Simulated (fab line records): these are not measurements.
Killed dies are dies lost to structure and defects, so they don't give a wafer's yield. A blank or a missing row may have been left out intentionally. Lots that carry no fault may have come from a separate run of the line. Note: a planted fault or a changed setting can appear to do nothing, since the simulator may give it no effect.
Which tool was responsible? / flow berkeleyCmos170 / Sampling: 15 lots, 45 wafers, 4 of 331 route steps

WHAT EACH GAUGE READ, for each wafer
UCB170_CONTACT_CD_MEAS_90 targets a cd of 700 nm.
lot=L344; measured=day 8 05:55; on=cdSem-02; cdNm (nm)=701.2 700.7 701.0
lot=L346; measured=day 8 07:53; on=cdSem-02; cdNm (nm)=702.0 697.5 700.8
lot=L349; measured=day 9 09:10; on=cdSem-02; cdNm (nm)=698.3 700.6 702.8
lot=L348; measured=day 9 09:25; on=cdSem-01; cdNm (nm)=701.1 702.3 700.5
lot=L347; measured=day 9 08:05; on=cdSem-02; cdNm (nm)=697.7 699.9 698.5
lot=L350; measured=day 9 09:06; on=cdSem-01; cdNm (nm)=701.1 699.8 701.4
lot=L351; measured=day 10 07:40; on=cdSem-01; cdNm (nm)=702.6 702.5 701.4
lot=L355; measured=day 10 08:18; on=cdSem-02; cdNm (nm)=698.2 701.8 701.8
lot=L356; measured=day 10 07:46; on=cdSem-02; cdNm (nm)=698.9 696.8 700.0
lot=L359; measured=day 11 04:48; on=cdSem-02; cdNm (nm)=700.2 699.4 700.9
lot=L358; measured=day 11 05:43; on=cdSem-02; cdNm (nm)=704.1 702.8 705.5
lot=L357; measured=day 11 04:35; on=cdSem-01; cdNm (nm)=702.3 700.9 699.7
lot=L364; measured=day 13 02:10; on=cdSem-01; cdNm (nm)=701.5 698.4 701.5
lot=L365; measured=day 13 07:23; on=cdSem-01; cdNm (nm)=698.1 697.6 697.5
lot=L367; measured=day 13 20:47; on=cdSem-01; cdNm (nm)=698.5 699.1 699.7

UCB170_M2_OVL_MEAS_16.
lot=L344; measured=day 8 21:13; on=overlay-01; M2_OVL (nm)=-1 -1 0
lot=L346; measured=day 8 21:29; on=overlay-02; M2_OVL (nm)=-4 5 -4
lot=L349; measured=day 9 18:18; on=overlay-02; M2_OVL (nm)=0 6 -3
lot=L348; measured=day 9 19:10; on=overlay-02; M2_OVL (nm)=1 1 -1
lot=L347; measured=day 9 15:55; on=overlay-01; M2_OVL (nm)=3 0 7
lot=L350; measured=day 9 17:58; on=overlay-02; M2_OVL (nm)=3 6 -1
lot=L351; measured=day 10 19:52; on=overlay-01; M2_OVL (nm)=3 0 1
lot=L355; measured=day 10 19:56; on=overlay-02; M2_OVL (nm)=2 5 1
lot=L356; measured=day 10 20:09; on=overlay-02; M2_OVL (nm)=3 -2 -3
lot=L359; measured=day 11 15:29; on=overlay-02; M2_OVL (nm)=-1 -1 1
lot=L358; measured=day 11 15:43; on=overlay-01; M2_OVL (nm)=11 15 10
lot=L357; measured=day 11 12:22; on=overlay-01; M2_OVL (nm)=5 1 6
lot=L364; measured=day 13 14:10; on=overlay-01; M2_OVL (nm)=10 -1 5
lot=L365; measured=day 13 19:31; on=overlay-02; M2_OVL (nm)=-1 -1 -1
lot=L367; measured=day 14 04:52; on=overlay-02; M2_OVL (nm)=7 10 3

WHICH TOOL RAN EACH LOT (tool, then ch and the chambers of the sampled wafers, then the start)
lot=L344; UCB170_PWELL_STRIP_16=plasmaAsher-02 ch 0,1, day 3 16:29; UCB170_SILICIDE_RTA_04=rtpAnneal-02 ch 0, day 8 01:31
lot=L346; UCB170_PWELL_STRIP_16=plasmaAsher-01 ch 0,1, day 4 00:01; UCB170_SILICIDE_RTA_04=rtpAnneal-01 ch 0, day 8 01:46
lot=L349; UCB170_PWELL_STRIP_16=plasmaAsher-01 ch 0,1, day 4 14:14; UCB170_SILICIDE_RTA_04=rtpAnneal-01 ch 0, day 9 02:41
lot=L348; UCB170_PWELL_STRIP_16=plasmaAsher-02 ch 0,1, day 4 14:32; UCB170_SILICIDE_RTA_04=rtpAnneal-02 ch 0, day 9 02:51
lot=L347; UCB170_PWELL_STRIP_16=plasmaAsher-03 ch 0,1, day 4 14:38; UCB170_SILICIDE_RTA_04=rtpAnneal-01 ch 0, day 9 02:10
lot=L350; UCB170_PWELL_STRIP_16=plasmaAsher-03 ch 0,1, day 4 22:31; UCB170_SILICIDE_RTA_04=rtpAnneal-02 ch 0, day 9 02:21
lot=L351; UCB170_PWELL_STRIP_16=plasmaAsher-03 ch 0,1, day 4 23:11; UCB170_SILICIDE_RTA_04=rtpAnneal-02 ch 0, day 9 21:23
lot=L355; UCB170_PWELL_STRIP_16=plasmaAsher-02 ch 0,1, day 5 18:46; UCB170_SILICIDE_RTA_04=rtpAnneal-01 ch 0, day 9 21:37
lot=L356; UCB170_PWELL_STRIP_16=plasmaAsher-02 ch 0,1, day 5 18:55; UCB170_SILICIDE_RTA_04=rtpAnneal-01 ch 0, day 9 21:07
lot=L359; UCB170_PWELL_STRIP_16=plasmaAsher-01 ch 0,1, day 6 04:42; UCB170_SILICIDE_RTA_04=rtpAnneal-01 ch 0, day 10 23:37
lot=L358; UCB170_PWELL_STRIP_16=plasmaAsher-02 ch 0,1, day 6 04:53; UCB170_SILICIDE_RTA_04=rtpAnneal-02 ch 0, day 11 00:35
lot=L357; UCB170_PWELL_STRIP_16=plasmaAsher-03 ch 1, day 6 05:13; UCB170_SILICIDE_RTA_04=rtpAnneal-02 ch 0, day 10 23:37
lot=L364; UCB170_PWELL_STRIP_16=plasmaAsher-01 ch 0,1, day 7 07:45; UCB170_SILICIDE_RTA_04=rtpAnneal-01 ch 0, day 12 21:39
lot=L365; UCB170_PWELL_STRIP_16=plasmaAsher-01 ch 0, day 7 19:17; UCB170_SILICIDE_RTA_04=rtpAnneal-02 ch 0, day 13 03:03
lot=L367; UCB170_PWELL_STRIP_16=plasmaAsher-03 ch 1, day 8 02:29; UCB170_SILICIDE_RTA_04=rtpAnneal-02 ch 0, day 13 14:40
- UCB170_PWELL_STRIP_16: strips in O2.
- UCB170_SILICIDE_RTA_04: time 15 s.

AS READ BY THE TOOLS THEMSELVES (means over the sampled wafers that have a number; for cases with no such wafer, the mark the record gives instead)
UCB170_PWELL_STRIP_16.
lot=L344; tool=plasmaAsher-02; drypumpMotorCurrentA (A)=6.1; oesProductAu (a.u.)=0.716; stripTimeToEndpointS (s)=18.12
lot=L346; tool=plasmaAsher-01; drypumpMotorCurrentA (A)=6.3; oesProductAu (a.u.)=0.721; stripTimeToEndpointS (s)=18.09
lot=L349; tool=plasmaAsher-01; drypumpMotorCurrentA (A)=6.3; oesProductAu (a.u.)=0.726; stripTimeToEndpointS (s)=18.09
lot=L348; tool=plasmaAsher-02; drypumpMotorCurrentA (A)=6.1; oesProductAu (a.u.)=0.720; stripTimeToEndpointS (s)=18.05
lot=L347; tool=plasmaAsher-03; drypumpMotorCurrentA (A)=5.2; oesProductAu (a.u.)=0.724; stripTimeToEndpointS (s)=18.03
lot=L350; tool=plasmaAsher-03; drypumpMotorCurrentA (A)=5.5; oesProductAu (a.u.)=0.722; stripTimeToEndpointS (s)=17.82
lot=L351; tool=plasmaAsher-03; drypumpMotorCurrentA (A)=5.5; oesProductAu (a.u.)=0.717; stripTimeToEndpointS (s)=18.09
lot=L355; tool=plasmaAsher-02; drypumpMotorCurrentA (A)=6.1; oesProductAu (a.u.)=0.682; stripTimeToEndpointS (s)=18.00
lot=L356; tool=plasmaAsher-02; drypumpMotorCurrentA (A)=6.1; oesProductAu (a.u.)=0.681; stripTimeToEndpointS (s)=18.07
lot=L359; tool=plasmaAsher-01; drypumpMotorCurrentA (A)=6.2; oesProductAu (a.u.)=0.722; stripTimeToEndpointS (s)=18.04
lot=L358; tool=plasmaAsher-02; drypumpMotorCurrentA (A)=6.0; oesProductAu (a.u.)=0.704; stripTimeToEndpointS (s)=18.16
lot=L357; tool=plasmaAsher-03; drypumpMotorCurrentA (A)=5.7; oesProductAu (a.u.)=0.723; stripTimeToEndpointS (s)=18.20
lot=L364; tool=plasmaAsher-01; drypumpMotorCurrentA (A)=6.3; oesProductAu (a.u.)=0.720; stripTimeToEndpointS (s)=18.03
lot=L365; tool=plasmaAsher-01; drypumpMotorCurrentA (A)=6.1; oesProductAu (a.u.)=0.722; stripTimeToEndpointS (s)=18.00
lot=L367; tool=plasmaAsher-03; drypumpMotorCurrentA (A)=5.7; oesProductAu (a.u.)=0.721; stripTimeToEndpointS (s)=18.10

UCB170_SILICIDE_RTA_04.
lot=L344; tool=rtpAnneal-02; lampPowerPct (%)=11.5; wafer_temp_C_max=653.1
lot=L346; tool=rtpAnneal-01; lampPowerPct (%)=9.6; wafer_temp_C_max=652.3
lot=L349; tool=rtpAnneal-01; lampPowerPct (%)=9.6; wafer_temp_C_max=652.8
lot=L348; tool=rtpAnneal-02; lampPowerPct (%)=11.5; wafer_temp_C_max=652.9
lot=L347; tool=rtpAnneal-01; lampPowerPct (%)=9.7; wafer_temp_C_max=652.1
lot=L350; tool=rtpAnneal-02; lampPowerPct (%)=11.5; wafer_temp_C_max=653.0
lot=L351; tool=rtpAnneal-02; lampPowerPct (%)=11.5; wafer_temp_C_max=652.4
lot=L355; tool=rtpAnneal-01; lampPowerPct (%)=9.7; wafer_temp_C_max=653.2
lot=L356; tool=rtpAnneal-01; lampPowerPct (%)=9.7; wafer_temp_C_max=652.0
lot=L359; tool=rtpAnneal-01; lampPowerPct (%)=9.7; wafer_temp_C_max=652.5
lot=L358; tool=rtpAnneal-02; lampPowerPct (%)=11.5; wafer_temp_C_max=653.3
lot=L357; tool=rtpAnneal-02; lampPowerPct (%)=11.5; wafer_temp_C_max=652.5
lot=L364; tool=rtpAnneal-01; lampPowerPct (%)=9.7; wafer_temp_C_max=652.5
lot=L365; tool=rtpAnneal-02; lampPowerPct (%)=11.5; wafer_temp_C_max=652.1
lot=L367; tool=rtpAnneal-02; lampPowerPct (%)=11.5; wafer_temp_C_max=652.4

THE ANSWER, worked out from the rows above alone
Rule: usual is defined by the lots themselves. Put in order of their means at a reading, lots are off if they are a third of the lots or fewer, leave a main group of 4 or more, and stand apart from it by a gap of 3 or more times the standard deviation of the main group's means; of several such gaps the widest counts. A main group is skipped when, at the precision printed for the reading in the tables above, its means are all equal. A lot without any number at a reading at which 4 lots or more have one is off too. Where the step has rows for the other lots, those lots are counted as sound. Order of review: gauges by route order, followed by the tools' own readings, for which a lot's mean as printed above is used. The first step at which some lot is off is used, and at that step the reading that is off furthest; a lot without a number counts as furthest.
Off: L355, L356, L358 (UCB170_PWELL_STRIP_16, oesProductAu). For the main group the mean is 0.721 a.u. and the standard deviation 0.0026.
If a tool, at that step or one of the process steps before it, ran each lot that is off and ran no sound lot following the first of them, it fits. One candidate fits, namely plasmaAsher-02 at UCB170_PWELL_STRIP_16. Its last sound lot is L348 (day 4 14:32), its first lot that is off L355 (day 5 18:46): a fault that began between those two fits.
On the lots that are off, the tool's own readings at UCB170_PWELL_STRIP_16 differ by more than 5 times the standard deviation of the sound lots' means, which bears it out; oesProductAu reads 0.689 a.u. there versus 0.721 a.u. on the sound lots.

WHAT WAS PUT IN BY THE SIMULATOR
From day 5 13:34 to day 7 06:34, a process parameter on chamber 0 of plasmaAsher-02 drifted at UCB170_PWELL_STRIP_16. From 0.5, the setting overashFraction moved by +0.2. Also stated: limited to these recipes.
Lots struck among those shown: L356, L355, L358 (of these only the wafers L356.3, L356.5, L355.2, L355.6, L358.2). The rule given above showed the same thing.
